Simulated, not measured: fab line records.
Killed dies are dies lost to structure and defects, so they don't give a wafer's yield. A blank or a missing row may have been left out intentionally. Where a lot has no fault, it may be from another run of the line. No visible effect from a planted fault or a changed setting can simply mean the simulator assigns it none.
A lot that was struck, set against a sound lot	flow berkeley_cmos170	15 steps out of a route of 331
Sound: wafers L616.1, L616.3, L616.5. Wafers L622.1, L622.5, L622.6 were the ones struck. Last of all comes the cause.
Each step with rows lists, per side, the tool, then ch with its chambers, then its first start. Under that, the readings that differ: sound wafers	struck wafers	difference of the means	sigmas: that difference in standard deviations of wafers without a fault.
alike: words and numbers the same on both sides, and readings whose means are apart by under 2 such deviations; not compared: readings that were withheld, readings missing a value for some wafer, numbers with overlapping values and no deviation given by the record, and bounds like >300 which may hide the same value.
A row with sigmas, a row that says differs or no value, or rows on one side alone: a step with any of these is where the two part. Numbers that don't overlap but have no deviation are shown without sigmas and don't part them. A reading that every wafer of one side lacks parts them only if that side has two wafers or more.

first, 4 steps without rows for these wafers: UCB170_ZERO_SOFTBAKE_02 (time 60 s); UCB170_ZERO_EXPOSE_03 (exposes mask PM MARKS, target cd 4000 nm); UCB170_ZERO_PEB_04; UCB170_ZERO_DEVELOP_05 (develop time 45 s).
UCB170_ZERO_ETCH_06: etches SiO2 in CHF3/CF4/Ar, time 12 s.
  sound on rie_diel-02 ch 1,2, day 2 08:59; struck on rie_diel-02 ch 0,2,3, day 3 14:37
  alike: drypump_motor_current_A, oes_product_au, throttle_valve_pct
  not compared: rf_hours_counter_h
UCB170_ZERO_STRIP_07: strips in O2.
  sound on plasma_asher-03 ch 0,1, day 2 09:01; struck on plasma_asher-04 ch 0,1, day 3 14:38
  alike: drypump_motor_current_A, oes_product_au, strip_time_to_endpoint_s
  not compared: rf_hours_counter_h
then, 2 steps without rows for these wafers: UCB170_NWELL_WET_ETCH_00 (etches SiO2 in dHF, time 200 s); UCB170_NWELL_OXIDATION_01 (target thk 26.4 nm, ox time 1260 s).
UCB170_NWELL_THK_MEAS_02:
  sound: film_metro-04 at day 2 13:00; struck: film_metro-01 at day 3 23:32
reading	sound	struck	difference	sigmas
NWELL_OXIDE_THK (nm)	26.0 25.7 25.8	27.3 27.2 27.3	+1.4	+3
then, 2 steps without rows for these wafers: UCB170_NWELL_ANNEAL_03 (time 900 s); UCB170_NWELL_CVD_04 (deposits Si3N4 from SiH2Cl2/NH3, target thk 224 nm, time 3360 s).
UCB170_NWELL_THK_MEAS_05:
  sound: film_metro-01 at day 2 17:52; struck: film_metro-04 at day 4 06:50
  alike: NWELL_NITRIDE_THK
UCB170_NWELL_HMDS_06: prime time 60 s.
  sound on litho_track-03 ch 0, day 2 18:38; struck on litho_track-01 ch 0, day 4 07:02
reading	sound	struck	difference	sigmas
prime_temp_c (C)	99.74 99.95 99.74	96.57 96.50 96.55	-3.27	-23
then, 2 steps without rows for these wafers: UCB170_NWELL_COAT_07 (resist thk 900 nm); UCB170_M3_PROBE_99.

WHERE THEY PART
First at UCB170_NWELL_THK_MEAS_02; last, within this record, at UCB170_NWELL_HMDS_06.

WHY: whatever the simulator had introduced
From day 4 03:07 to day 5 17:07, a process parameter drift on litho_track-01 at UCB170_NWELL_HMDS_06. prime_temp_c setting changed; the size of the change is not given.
